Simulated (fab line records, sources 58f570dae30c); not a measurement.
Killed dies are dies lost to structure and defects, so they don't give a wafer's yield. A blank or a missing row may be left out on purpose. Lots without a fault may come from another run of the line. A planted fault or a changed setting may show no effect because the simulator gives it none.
Problem report in the 8D (eight disciplines) form, filled by code | flow berkeley_cmos170 | the parts of the form that need people (team, actions taken, sign-off) are left out

1. THE PROBLEM
NVT_TW at UCB170_NVT_TW_MEAS_09 reads a mean of 554 on 6 wafers of 2 lots; wafers without a fault read 523 with a standard deviation of 5. That is +6.2 standard deviations from the usual mean.
First seen on wafer L316.1, day 10 05:20, on film_metro-01. The record holds 42 wafers of 14 lots with a number at this step. Rule for "out", or "out of limits": more than 4 standard deviations from the usual mean. The other wafers with a number count as sound.

2. WHAT IT IS AND WHAT IT IS NOT
question                    | is                     | is not
which readings at this step | NVT_TW                 | -
which lots                  | L316, L319             | L302, L303, L304, L305, L306, L307, L308, L309, L310, L311, L322, L323
which wafers of those lots  | all that have a number | -
read on which gauges        | film_metro-01          | film_metro-02, film_metro-03
when                        | from day 10 05:20      | up to then (30 sound wafers); but 6 sound wafers of L322, L323 came after

3. SUSPECTS, AND WHAT RULES EACH OUT
Counting: a tool at a process step up to the reading stays a suspect if it ran every lot that is out and no sound lot after the first of them.
- the gauge at UCB170_NVT_TW_MEAS_09: ruled out. All the wafers that are out were read on film_metro-01, but those of them that UCB170_NVT_IMPLANT_07 has rows for are out there too, on other tools.
- implanter-04 at UCB170_NVT_IMPLANT_07: kept. It ran every lot that is out, first L316 (day 10 05:05), and no sound lot after that; its last sound lot up to then is L311 (day 9 07:46). Its own readings are out on those wafers: beam_energy_keV.
Left after counting: implanter-04 at UCB170_NVT_IMPLANT_07.

4. THE CAUSE (what the simulator had put in)
Process parameter drift: implanter-04, from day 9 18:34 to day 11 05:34, at UCB170_NVT_IMPLANT_07. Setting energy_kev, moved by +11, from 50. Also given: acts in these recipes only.
Counting left only this tool.

5. THE CHAIN OF EFFECTS, in route order
Each row: a reading whose mean over the struck wafers that have a number lies more than 3 standard deviations from the usual. Only readings for which the record gives a usual standard deviation are gone through. hours: the time from each lot's start at the first step in this table that gives one to its start at this step, as a median over the lots. sigmas: the change in usual standard deviations.
hours | step                  | reading         | usual  | on struck wafers | change  | sigmas
0     | UCB170_NVT_IMPLANT_07 | beam_energy_keV | 50.000 | 61.016           | +11.016 | +99 or more
0     | UCB170_NVT_TW_MEAS_09 | NVT_TW          | 523    | 554              | +31     | +6.2
The process steps in it:
- UCB170_NVT_IMPLANT_07

6. WHAT WOULD HAVE CAUGHT IT SOONER
In this record the first reading out of limits at a measuring or inspecting step was taken at day 10 05:20, 11 hours after the fault began at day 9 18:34.
The tool's own readings at UCB170_NVT_IMPLANT_07 were out on every struck wafer that the step has a row for (beam_energy_keV): an alarm limit on them would have fired on the first of those.
Of the lots that are out (2), L319 began UCB170_NVT_IMPLANT_07 on implanter-04 after day 10 05:20. A hold on the tool at that time would have spared it.
